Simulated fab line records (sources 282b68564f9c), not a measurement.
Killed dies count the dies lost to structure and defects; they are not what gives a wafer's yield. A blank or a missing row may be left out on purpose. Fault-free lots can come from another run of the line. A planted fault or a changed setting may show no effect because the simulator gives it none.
fab line records -- flow ritCmos
[record] lots = 15, wafers = 45, lastDay = 7
route steps=202 shown NWELL@34 PWELL@49 NLDD@112 PLDD@117
lots that met no fault: taken from a fault-free run of the same line
startH: the number of hours between the record's first day and the start of the first shown wafer of the lot -- waitH: hours from the lot's prior step to this one -- " same as the row above -- L1.1+2: a row that stands for several wafers -- - no value present, or no start provided -- * or withheld: withheld -- < > ~ a bound
route shown NAME@n: a module of which the file shows steps, and the number in the route of the first -- usual: mean and standard deviation over wafers with no fault -- same: alike in all rows -- chamber/n: place in a boat -- sites: the reading at each site -- _std_site: the standard deviation of these -- _edge_site: inner sites' mean taken away from outer sites' mean -- radiusMm: how far each site lies from the wafer's centre -- mask NAME#n: copy n -- behind: tool/chamber where the wafer was last shaped -- hold: reason for holding the lot/hours on hold/outcome of the hold -- device: transistor that didn't switch, given as n, p or np -- end of line: the route-end tests of the same wafers -- where a step has no rows: the recipe by itself -- killed: count of dies lost to structure and defects at first sort (not the wafer's yield) -- map: shows each die of a wafer: x if killed, . if not, _ if none is there
set.NAME: setting as actually run; set.NAME@STEP: the setting as run at that earlier step -- model.NAME: the simulator's own value behind a step, which no gauge read
steps of the route over a sample of lots; a table a step, a row a wafer
services: a tool's chamber out of use, with start hour (startH, from the record's first day; less than 0 if before it), hours out, and reason
[[steps]]
[step RIT_NWELL_OVL_MEAS_06]
[usual] NWELL_OVL = -1.6/1.4
lot.wafer,tool,chamber,startH,waitH,NWELL_OVL[nm]
L413.1,overlay-01,-,21.87,-,-0.1
L413.2,overlay-01,-,21.87,-,-0.5
L413.5,overlay-01,-,21.87,-,1.1
L414.2,overlay-01,-,26.56,-,-1.1
L414.3,overlay-01,-,26.56,-,0.3
L414.5,overlay-01,-,26.56,-,-1.7
L415.1,overlay-02,-,31.19,-,-3.7
L415.3,overlay-02,-,31.19,-,-3.3
L415.5,overlay-02,-,31.19,-,-1.9
L422.1,overlay-01,-,66.88,-,-0.2
L422.4,overlay-01,-,66.88,-,-0.4
L422.5,overlay-01,-,66.88,-,-0.9
L423.1,overlay-01,-,70.62,-,-2.4
L423.3,overlay-01,-,70.62,-,-0.9
L423.5,overlay-01,-,70.62,-,-1.8
L424.3,overlay-02,-,76.67,-,-0.1
L424.5,overlay-02,-,76.67,-,-1.9
L424.6,overlay-02,-,76.67,-,-1.9
L428.3,overlay-02,-,96.25,-,-3.2
L428.4,overlay-02,-,96.25,-,-3.2
L428.6,overlay-02,-,96.25,-,-5.0
L429.2,overlay-01,-,101.24,-,-0.2
L429.4,overlay-01,-,101.24,-,1.1
L429.6,overlay-01,-,101.24,-,0.6
L430.1,overlay-01,-,105.44,-,0.2
L430.2,overlay-01,-,105.44,-,1.2
L430.3,overlay-01,-,105.44,-,0.8
L431.2,overlay-02,-,110.15,-,-3.6
L431.3,overlay-02,-,110.15,-,-2.0
L431.4,overlay-02,-,110.15,-,-1.4
L432.1,overlay-01,-,115.33,-,-0.6
L432.2,overlay-01,-,115.33,-,-1.5
L432.5,overlay-01,-,115.33,-,-1.3
L433.2,overlay-01,-,120.97,-,-0.4
L433.3,overlay-01,-,120.97,-,-1.6
L433.4,overlay-01,-,120.97,-,-1.8
L434.2,overlay-01,-,125.33,-,-4.3
L434.3,overlay-01,-,125.33,-,-3.3
L434.4,overlay-01,-,125.33,-,-2.6
L435.1,overlay-01,-,130.33,-,-1.5
L435.3,overlay-01,-,130.33,-,-1.1
L435.5,overlay-01,-,130.33,-,-1.0
L436.1,overlay-01,-,135.21,-,-2.0
L436.2,overlay-01,-,135.21,-,-2.2
L436.4,overlay-01,-,135.21,-,-2.3
[step RIT_PWELL_TW_MEAS_10]
[usual] PWELL_TW = 947/5
lot.wafer,tool,chamber,startH,waitH,PWELL_TW
L413.1,filmMetro-03,-,24.20,0.1,947
L413.2,filmMetro-03,-,24.20,0.1,941
L413.5,filmMetro-03,-,24.20,0.1,946
L414.2,filmMetro-04,-,28.85,0.1,949
L414.3,filmMetro-04,-,28.85,0.1,950
L414.5,filmMetro-04,-,28.85,0.1,955
L415.1,filmMetro-03,-,33.68,0.1,945
L415.3,filmMetro-03,-,33.68,0.1,945
L415.5,filmMetro-03,-,33.68,0.1,945
L422.1,filmMetro-03,-,69.48,0.1,942
L422.4,filmMetro-03,-,69.48,0.1,940
L422.5,filmMetro-03,-,69.48,0.1,944
L423.1,filmMetro-02,-,72.81,0.1,944
L423.3,filmMetro-02,-,72.81,0.1,948
L423.5,filmMetro-02,-,72.81,0.1,943
L424.3,filmMetro-03,-,78.98,0.1,938
L424.5,filmMetro-03,-,78.98,0.1,943
L424.6,filmMetro-03,-,78.98,0.1,943
L428.3,filmMetro-02,-,98.54,0.1,944
L428.4,filmMetro-02,-,98.54,0.1,948
L428.6,filmMetro-02,-,98.54,0.1,947
L429.2,filmMetro-03,-,103.41,0.1,948
L429.4,filmMetro-03,-,103.41,0.1,945
L429.6,filmMetro-03,-,103.41,0.1,945
L430.1,filmMetro-03,-,107.60,0.1,945
L430.2,filmMetro-03,-,107.60,0.1,943
L430.3,filmMetro-03,-,107.60,0.1,946
L431.2,filmMetro-02,-,112.62,0.1,941
L431.3,filmMetro-02,-,112.62,0.1,939
L431.4,filmMetro-02,-,112.62,0.1,939
L432.1,filmMetro-02,-,117.62,0.1,940
L432.2,filmMetro-02,-,117.62,0.1,938
L432.5,filmMetro-02,-,117.62,0.1,948
L433.2,filmMetro-04,-,123.26,0.1,951
L433.3,filmMetro-04,-,123.26,0.1,947
L433.4,filmMetro-04,-,123.26,0.1,951
L434.2,filmMetro-02,-,127.72,0.1,949
L434.3,filmMetro-02,-,127.72,0.1,950
L434.4,filmMetro-02,-,127.72,0.1,953
L435.1,filmMetro-03,-,132.51,0.1,940
L435.3,filmMetro-03,-,132.51,0.1,944
L435.5,filmMetro-03,-,132.51,0.1,942
L436.1,filmMetro-02,-,137.50,0.1,942
L436.2,filmMetro-02,-,137.50,0.1,946
L436.4,filmMetro-02,-,137.50,0.1,951
[step RIT_NLDD_STRIP_09]
[recipe] chemistry = O2, timeS = 180, resist = NOVOLAK, platenTempC = withheld, powerW = 500, pressureMtorr = 4000, o2FlowSccm = 4000
[usual] drypumpMotorCurrentA = 5.5/0.35
lot.wafer,tool,chamber,startH,waitH,drypumpMotorCurrentA,rfHoursCounterH
L413.1,plasmaAsher-01,1,43.24,0.1,6.2,41
L413.2,plasmaAsher-01,0,43.24,0.1,5.5,41
L413.5,plasmaAsher-01,1,43.24,0.1,6.3,-
L414.2,plasmaAsher-04,1,47.53,0.1,5.2,24
L414.3,plasmaAsher-04,0,47.53,0.1,5.4,-
L414.5,plasmaAsher-04,0,47.53,0.1,5.5,-
L415.1,plasmaAsher-03,0,51.84,0.1,5.4,42
L415.3,plasmaAsher-03,0,51.84,0.1,5.4,-
L415.5,plasmaAsher-03,1,51.84,0.1,5.0,-
L422.1,plasmaAsher-01,1,87.65,0.1,6.1,45
L422.4,plasmaAsher-01,1,87.65,0.1,6.1,-
L422.5,plasmaAsher-01,1,87.65,0.1,6.2,-
L423.1,plasmaAsher-04,1,93.06,0.1,5.2,29
L423.3,plasmaAsher-04,0,93.06,0.1,5.5,-
L423.5,plasmaAsher-04,0,93.06,0.1,5.5,-
L424.3,plasmaAsher-04,1,96.99,0.1,5.2,-
L424.5,plasmaAsher-04,1,96.99,0.1,5.2,-
L424.6,plasmaAsher-04,0,96.99,0.1,5.5,-
L428.3,plasmaAsher-04,0,117.65,0.1,5.5,-
L428.4,plasmaAsher-04,1,117.65,0.1,5.3,-
L428.6,plasmaAsher-04,1,117.65,0.1,5.2,-
L429.2,plasmaAsher-04,0,121.70,0.1,5.5,33
L429.4,plasmaAsher-04,0,121.70,0.1,5.5,-
L429.6,plasmaAsher-04,1,121.70,0.1,5.3,-
L430.1,plasmaAsher-04,1,126.57,0.1,5.3,33
L430.2,plasmaAsher-04,0,126.57,0.1,5.5,33
L430.3,plasmaAsher-04,1,126.57,0.1,5.3,-
L431.2,plasmaAsher-01,0,131.27,0.1,5.5,1
L431.3,plasmaAsher-01,0,131.27,0.1,5.5,-
L431.4,plasmaAsher-01,1,131.27,0.1,6.2,-
L432.1,plasmaAsher-03,1,137.27,0.1,5.1,52
L432.2,plasmaAsher-03,0,137.27,0.1,5.4,52
L432.5,plasmaAsher-03,1,137.27,0.1,5.1,-
L433.2,plasmaAsher-01,0,142.28,0.1,5.5,3
L433.3,plasmaAsher-01,1,142.28,0.1,6.2,-
L433.4,plasmaAsher-01,0,142.28,0.1,5.5,-
L434.2,plasmaAsher-03,0,146.09,0.1,5.4,52
L434.3,plasmaAsher-03,1,146.09,0.1,5.0,-
L434.4,plasmaAsher-03,0,146.09,0.1,5.4,-
L435.1,plasmaAsher-01,0,151.29,0.1,5.5,4
L435.3,plasmaAsher-01,1,151.29,0.1,6.2,-
L435.5,plasmaAsher-01,0,151.29,0.1,5.5,-
L436.1,plasmaAsher-04,0,156.86,0.1,5.5,36
L436.2,plasmaAsher-04,1,156.86,0.1,5.2,36
L436.4,plasmaAsher-04,1,156.86,0.1,5.2,-
[step RIT_PLDD_EXPOSE_03]
[recipe] maskId = M8, na = 0.57, targetCdNm = 40900, doseMj = 250
[usual] exposureDoseMJCm2 = 250.01/0.22, focusOffsetNm = 0.0/0.51
lot.wafer,tool,chamber,startH,waitH,mask,exposureDoseMJCm2,focusOffsetNm
L413.1,ilineStepper-01,0,43.92,0.1,M8#0,250.47,-0.6
L413.2,ilineStepper-01,0,43.92,0.1,M8#0,250.01,-0.5
L413.5,ilineStepper-01,0,43.92,0.1,M8#0,250.29,-0.6
L414.2,ilineStepper-02,0,48.36,0.2,M8#0,250.00,0.5
L414.3,ilineStepper-02,0,48.36,0.2,M8#0,250.00,0.1
L414.5,ilineStepper-02,0,48.36,0.2,M8#0,249.59,1.0
L415.1,ilineStepper-02,0,52.63,0.2,M8#0,250.30,0.0
L415.3,ilineStepper-02,0,52.63,0.2,M8#0,249.59,0.2
L415.5,ilineStepper-02,0,52.63,0.2,M8#0,250.01,0.7
L422.1,ilineStepper-02,-,88.33,0.1,M8#0,-,-
L422.4,ilineStepper-02,-,88.33,0.1,M8#0,-,-
L422.5,ilineStepper-02,-,88.33,0.1,M8#0,-,-
L423.1,ilineStepper-01,-,93.87,0.2,M8#0,-,-
L423.3,ilineStepper-01,-,93.87,0.2,M8#0,-,-
L423.5,ilineStepper-01,-,93.87,0.2,M8#0,-,-
L424.3,ilineStepper-01,-,97.65,0.1,M8#0,-,-
L424.5,ilineStepper-01,-,97.65,0.1,M8#0,-,-
L424.6,ilineStepper-01,-,97.65,0.1,M8#0,-,-
L428.3,ilineStepper-02,0,118.44,0.2,M8#0,250.28,-0.3
L428.4,ilineStepper-02,0,118.44,0.2,M8#0,250.04,-0.5
L428.6,ilineStepper-02,0,118.44,0.2,M8#0,250.18,0.3
L429.2,ilineStepper-01,0,122.53,0.2,M8#0,250.15,0.2
L429.4,ilineStepper-01,0,122.53,0.2,M8#0,250.07,-0.2
L429.6,ilineStepper-01,0,122.53,0.2,M8#0,250.46,-0.1
L430.1,ilineStepper-02,0,127.41,0.3,M8#0,249.56,-1.1
L430.2,ilineStepper-02,0,127.41,0.3,M8#0,250.18,0.3
L430.3,ilineStepper-02,0,127.41,0.3,M8#0,250.20,-0.4
L431.2,ilineStepper-02,0,131.98,0.1,M8#0,250.08,-1.1
L431.3,ilineStepper-02,0,131.98,0.1,M8#0,249.83,-0.3
L431.4,ilineStepper-02,0,131.98,0.1,M8#0,249.96,0.2
L432.1,ilineStepper-01,0,138.08,0.2,M8#0,250.21,-0.3
L432.2,ilineStepper-01,0,138.08,0.2,M8#0,249.96,-0.3
L432.5,ilineStepper-01,0,138.08,0.2,M8#0,250.12,0.0
L433.2,ilineStepper-01,0,142.98,0.1,M8#0,250.47,-1.1
L433.3,ilineStepper-01,0,142.98,0.1,M8#0,250.16,-0.6
L433.4,ilineStepper-01,0,142.98,0.1,M8#0,250.17,-0.6
L434.2,ilineStepper-01,0,146.79,0.1,M8#0,250.09,-0.3
L434.3,ilineStepper-01,0,146.79,0.1,M8#0,249.92,0.1
L434.4,ilineStepper-01,0,146.79,0.1,M8#0,249.92,-0.4
L435.1,ilineStepper-02,0,152.10,0.2,M8#0,250.02,-0.1
L435.3,ilineStepper-02,0,152.10,0.2,M8#0,249.93,0.3
L435.5,ilineStepper-02,0,152.10,0.2,M8#0,250.06,0.6
L436.1,ilineStepper-01,0,157.67,0.2,M8#0,250.31,-0.2
L436.2,ilineStepper-01,0,157.67,0.2,M8#0,250.42,0.1
L436.4,ilineStepper-01,0,157.67,0.2,M8#0,250.15,-0.6
[[services]]
tool,chamber,startH,hours,kind
plasmaAsher-04,-,30.02,10.5,repair
ilineStepper-01,0,42.21,-,calibration
ilineStepper-01,-,45.80,2.1,pm
ilineStepper-01,-,47.88,-,consumableReplace:lamp
plasmaAsher-01,-,48.14,0.6,repair
ilineStepper-01,-,48.14,11.8,repair
plasmaAsher-01,-,108.75,9.0,pm
plasmaAsher-01,0,108.75,9.0,ventCycle
plasmaAsher-01,1,108.75,9.0,ventCycle
ilineStepper-02,-,110.06,4.4,repair
plasmaAsher-01,-,111.80,4.2,repair
plasmaAsher-01,0,117.75,-,clean
plasmaAsher-01,1,117.75,-,clean
ilineStepper-01,-,123.65,1.7,pm
ilineStepper-01,-,126.06,9.4,repair
[[key]]
[firstSign] step = RIT_PLDD_EXPOSE_03, reading = toolRecord, direction = missing
effect none on later readings
metAt RIT_PLDD_EXPOSE_03
struckLots L422,L423,L424
sortLeftOut L422.1,L422.4,L422.5,L423.1,L423.3,L423.5,L424.3,L424.5,L424.6
testerLeftOut L422,L423,L424
notActingAt RIT_NWELL_OVL_MEAS_06,RIT_PWELL_TW_MEAS_10,RIT_NLDD_STRIP_09
onsetBetween 52.63 88.33
[fault] kind = skippedStepWhole, tool = ilineStepper-01,ilineStepper-02, chamber = -, onsetH = 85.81, steps = RIT_PLDD_EXPOSE_03, scope = struckLotsOnly
// testerLeftOut: of these lots the tester's yield and bins aren't shown, on N5 and GAA mostly nor the transistor test; their killed dies are dies lost to structure and defects alone, not to doping, threshold or leakage, so they don't give the yield
// sortLeftOut: the simulated sort isn't trusted on such a fault, so these wafers' sort isn't shown, and their yield isn't known
